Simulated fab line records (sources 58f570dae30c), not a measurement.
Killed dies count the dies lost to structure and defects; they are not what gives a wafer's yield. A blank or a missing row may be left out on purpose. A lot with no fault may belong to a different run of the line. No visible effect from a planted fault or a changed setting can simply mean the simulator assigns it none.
The tool behind it: which one? | flow berkeley-cmos170 | 12 lots with 36 wafers sampled at 5 steps, on a route of 331 steps

WHAT THE GAUGES SHOWED, per wafer
UCB170_NWELL_THK_MEAS_02.
lot  | measured    | on            | NWELL_OXIDE_THK (nm)
L978 | day 2 04:45 | film-metro-01 | 26.0 26.1 25.8
L980 | day 2 13:11 | film-metro-03 | 26.3 26.0 26.0
L979 | day 2 13:11 | film-metro-01 | 26.1 26.3 26.2
L981 | day 2 22:53 | film-metro-04 | 26.8 26.7 26.5
L982 | day 2 22:53 | film-metro-03 | 27.1 26.8 27.0
L983 | day 3 09:41 | film-metro-04 | 27.0 26.7 26.5
L986 | day 3 17:43 | film-metro-03 | 26.3 26.3 26.3
L987 | day 4 03:04 | film-metro-04 | 25.5 26.1 25.8
L989 | day 4 14:51 | film-metro-01 | 27.3 26.8 27.5
L991 | day 5 00:59 | film-metro-04 | 26.0 25.7 25.9
L996 | day 6 06:46 | film-metro-04 | 26.8 26.8 26.7
L997 | day 6 06:47 | film-metro-03 | 25.7 25.3 25.7

UCB170_PWELL_OVL_MEAS_13.
lot  | measured    | on         | PWELL_OVL (nm)
L978 | day 3 09:12 | overlay-02 | 1 0 0
L980 | day 3 18:46 | overlay-02 | 3 7 0
L979 | day 3 19:03 | overlay-02 | 3 2 6
L981 | day 4 03:56 | overlay-02 | 3 3 3
L982 | day 4 03:47 | overlay-02 | 0 -3 -4
L983 | day 4 21:33 | overlay-01 | 1 -3 -3
L986 | day 4 22:07 | overlay-01 | 6 4 7
L987 | day 5 06:08 | overlay-01 | 2 2 1
L989 | day 5 20:20 | overlay-01 | 6 8 5
L991 | day 6 08:14 | overlay-02 | 0 7 7
L996 | day 7 10:58 | overlay-01 | 8 14 8
L997 | day 7 11:15 | overlay-01 | 2 2 5

UCB170_PWELL_TW_MEAS_17.
lot  | measured    | on            | PWELL_TW
L978 | day 3 09:35 | film-metro-04 | 386 388 386
L980 | day 3 19:10 | film-metro-04 | 387 388 386
L979 | day 3 19:26 | film-metro-01 | 375 377 375
L981 | day 4 04:19 | film-metro-01 | 376 376 377
L982 | day 4 04:11 | film-metro-04 | 383 384 381
L983 | day 4 21:56 | film-metro-02 | 376 378 378
L986 | day 4 22:30 | film-metro-04 | 381 381 382
L987 | day 5 06:31 | film-metro-04 | 381 382 382
L989 | day 5 20:44 | film-metro-04 | 382 383 382
L991 | day 6 08:38 | film-metro-01 | 379 379 378
L996 | day 7 11:21 | film-metro-02 | 378 377 376
L997 | day 7 11:38 | film-metro-01 | 378 375 378

UCB170_ACTIVE_THK_MEAS_06.
lot  | measured    | on            | ACTIVE_NITRIDE_THK (nm)
L978 | day 4 14:04 | film-metro-03 | 221.6 221.6 223.3
L980 | day 5 09:16 | film-metro-01 | 224.6 224.7 225.1
L979 | day 5 09:17 | film-metro-03 | 221.5 219.6 219.1
L981 | day 5 22:03 | film-metro-03 | 219.5 221.2 221.1
L982 | day 5 22:04 | film-metro-02 | 220.2 218.1 218.8
L983 | day 6 08:08 | film-metro-01 | 222.0 221.2 221.4
L986 | day 6 08:04 | film-metro-02 | 219.6 220.3 219.0
L987 | day 6 18:05 | film-metro-02 | 216.2 217.3 217.8
L989 | day 7 06:37 | film-metro-02 | 214.5 215.8 215.8
L991 | day 7 15:39 | film-metro-01 | 215.9 215.4 215.5
L996 | day 8 22:31 | film-metro-03 | 221.6 222.5 223.1
L997 | day 8 22:32 | film-metro-01 | 220.5 218.5 220.8

WHAT TOOL EACH LOT RAN ON (gives the tool, then ch and the chambers of the sampled wafers, and finally the start)
lot  | UCB170_ACTIVE_CVD_05
L978 | lpcvd-02 ch 1, day 4 12:08
L980 | lpcvd-02 ch 1, day 5 07:21
L979 | lpcvd-02 ch 1, day 5 07:21
L981 | lpcvd-01 ch 0, day 5 20:08
L982 | lpcvd-01 ch 0, day 5 20:08
L983 | lpcvd-01 ch 1, day 6 06:09
L986 | lpcvd-01 ch 0, day 6 06:09
L987 | lpcvd-02 ch 1, day 6 15:13
L989 | lpcvd-02 ch 1, day 7 04:40
L991 | lpcvd-02 ch 1, day 7 13:43
L996 | lpcvd-01 ch 1, day 8 20:35
L997 | lpcvd-01 ch 1, day 8 20:35
- UCB170_ACTIVE_CVD_05: deposits Si3N4 from SiH2Cl2/NH3, target thk 220 nm, time 3300 s.

AS READ BY THE TOOLS THEMSELVES (means over the sampled wafers that have a number; for cases with no such wafer, the mark the record gives instead)
UCB170_ACTIVE_CVD_05.
lot  | tool     | nh3-flow-sccm (sccm) | susceptor-temp-C (C)
L978 | lpcvd-02 | 74.78                | 799.6
L980 | lpcvd-02 | 75.13                | 800.3
L979 | lpcvd-02 | 75.22                | 799.8
L981 | lpcvd-01 | 75.11                | 799.8
L982 | lpcvd-01 | 74.84                | 799.6
L983 | lpcvd-01 | 75.06                | 799.8
L986 | lpcvd-01 | 75.21                | 800.3
L987 | lpcvd-02 | 74.95                | 799.5
L989 | lpcvd-02 | 75.05                | 799.8
L991 | lpcvd-02 | 75.02                | 800.0
L996 | lpcvd-01 | 74.88                | 800.0
L997 | lpcvd-01 | 75.10                | 800.4

THE ANSWER, worked out from the rows above alone
Rule: usual is defined by the lots themselves. Put in order of their means at a reading, lots are off if they are a third of the lots or fewer, leave a main group of 4 or more, and stand apart from it by a gap of 3 or more times the standard deviation of the main group's means; of several such gaps the widest counts. A main group is skipped when, at the precision printed for the reading in the tables above, its means are all equal. Also off: a lot with no number at a reading for which 4 or more lots have one. Any other lot the step has rows for is counted as sound. After the gauges, taken in route order, come the tools' own readings; for these a lot's mean is taken, as printed above. The first step at which some lot is off is used, and at that step the reading that is off furthest; a lot without a number counts as furthest.
No lot is off at any reading shown: from this, nothing can be told.

WHAT HAD BEEN PUT IN BY THE SIMULATOR
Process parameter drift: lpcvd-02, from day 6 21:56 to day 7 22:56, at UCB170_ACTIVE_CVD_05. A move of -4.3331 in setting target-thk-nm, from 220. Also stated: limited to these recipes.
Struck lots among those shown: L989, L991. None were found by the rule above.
